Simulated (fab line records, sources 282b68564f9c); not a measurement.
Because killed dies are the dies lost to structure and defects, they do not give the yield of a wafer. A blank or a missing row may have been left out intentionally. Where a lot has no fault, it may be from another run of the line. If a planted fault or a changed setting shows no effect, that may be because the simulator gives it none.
2 desks, one fault || flow rit cmos || each desk has only its own numbers; what lay behind them comes last

## THE METROLOGY DESK
Means of the sampled wafers that have a number, per lot and without regard to the tool the lot ran on: this is what the gauges read. A lot is out of limits, marked OUT, if its mean lies more than 4 standard deviations from the usual mean; the brackets give that distance.
Columns: A = cd nm at RIT_M1_CD_MEAS_09, usual 2599.5 nm; B = M1_OVL at RIT_M1_OVL_MEAS_10, usual 0.0 nm; C = cd nm at RIT_M1_CD_MEAS_90, usual 2599.3 nm; D = M1_BOW at RIT_M1_BOW_MEAS_16, usual 17 um
{"lot": "L764", "first seen here": "day 3 17:55", "A": 2598.8, "B": -0.2, "C": 2598.5, "D": 17}
{"lot": "L766", "first seen here": "day 4 06:22", "A": 2597.6, "B": -1.5, "C": 2598.0, "D": 16}
{"lot": "L770", "first seen here": "day 4 23:01", "A": 2596.5, "B": 2.5, "C": 2595.9, "D": 21}
{"lot": "L771", "first seen here": "day 5 00:59", "A": 2604.2, "B": -1.7, "C": 2602.9, "D": 12}
{"lot": "L775", "first seen here": "day 5 23:55", "A": 2598.1, "B": -1.0, "C": 2598.9, "D": 14}
{"lot": "L776", "first seen here": "day 6 07:18", "A": 2600.5, "B": 0.4, "C": 2600.2, "D": 19}
{"lot": "L777", "first seen here": "day 6 17:19", "A": 2600.0, "B": -0.2, "C": 2600.0, "D": 20}
Result from this desk: across the 7 lots, nothing is out of limits.

## TOOL OWNER'S DESK, furnace-02
The tool's own readings at RIT_M1_ANNEAL_15 (time 1800 s): means of the sampled wafers that have a number, for each lot that ran on this tool. A lot is out of limits, marked OUT, if its mean lies more than 4 standard deviations from the usual mean; the brackets give that distance. Readings shown: 7 out of 8 (the first out of limits, and those lying furthest out on some lot).
Columns: A = spike tc centre C at RIT_M1_ANNEAL_15, usual 452.7 C; B = spike tc load C at RIT_M1_ANNEAL_15, usual 468.5 C; C = spike tc source C at RIT_M1_ANNEAL_15, usual 463.8 C; D = tube center temp C at RIT_M1_ANNEAL_15, usual 450 C; E = tube_center_temp_C_max at RIT_M1_ANNEAL_15, usual 451.18; F = zone power load pct at RIT_M1_ANNEAL_15, usual 6.99 %; G = zone power source pct at RIT_M1_ANNEAL_15, usual 8.14 %
{"lot": "L764", "first seen here": "day 3 20:07", "A": 452.6, "B": 467.8, "C": 462.9, "D": 450, "E": 451.15, "F": 7.00, "G": 8.14}
{"lot": "L766", "first seen here": "day 4 07:25", "A": 453.0, "B": 468.3, "C": 463.9, "D": 450, "E": 451.40, "F": 7.02, "G": 8.10}
{"lot": "L770", "first seen here": "day 5 00:11", "A": 452.7, "B": 468.9, "C": 464.2, "D": 450, "E": 451.33, "F": 7.06, "G": 8.11}
{"lot": "L771", "first seen here": "day 5 02:02", "A": 452.7, "B": 468.1, "C": 463.1, "D": 450, "E": 451.17, "F": 7.01, "G": 8.12}
{"lot": "L775", "first seen here": "day 6 01:05", "A": "422.6 (-30) OUT", "B": "438.2 (-32) OUT", "C": "433.8 (-27) OUT", "D": "420 (-99 or more) OUT", "E": "421.18 (-99 or more) OUT", "F": "6.22 (-11) OUT", "G": "7.25 (-12) OUT"}
{"lot": "L776", "first seen here": "day 6 08:31", "A": "422.8 (-30) OUT", "B": "438.2 (-32) OUT", "C": "433.5 (-28) OUT", "D": "420 (-99 or more) OUT", "E": "421.19 (-99 or more) OUT", "F": "6.20 (-11) OUT", "G": "7.24 (-12) OUT"}
{"lot": "L777", "first seen here": "day 6 18:21", "A": "423.7 (-29) OUT", "B": "438.0 (-32) OUT", "C": "432.1 (-29) OUT", "D": "420 (-99 or more) OUT", "E": "421.40 (-99 or more) OUT", "F": "6.27 (-10) OUT", "G": "7.21 (-12) OUT"}
This desk finds L775, L776, L777 out of limits, L775 being first, at day 6 01:05 (spike tc centre C at RIT_M1_ANNEAL_15). In limits: L764, L766, L770, L771.

## TAKEN TOGETHER
At day 6 01:05, on L775, L776, L777, the tool owner's desk was in a position to raise an alarm.
Metrology desk: nothing out of limits seen.
The metrology desk has L775, L776, L777 on record, within its limits.
Every lot named ran RIT_M1_ANNEAL_15 on furnace-02.

## WHAT THE SIMULATOR HAD INSERTED
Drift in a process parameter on furnace-02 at RIT_M1_ANNEAL_15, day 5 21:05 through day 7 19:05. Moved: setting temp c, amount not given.
Shown lots that were struck: L775, L776, L777.
How many hours passed from the start of the fault until each desk's first out-of-limits reading: the tool owner's desk, 4.
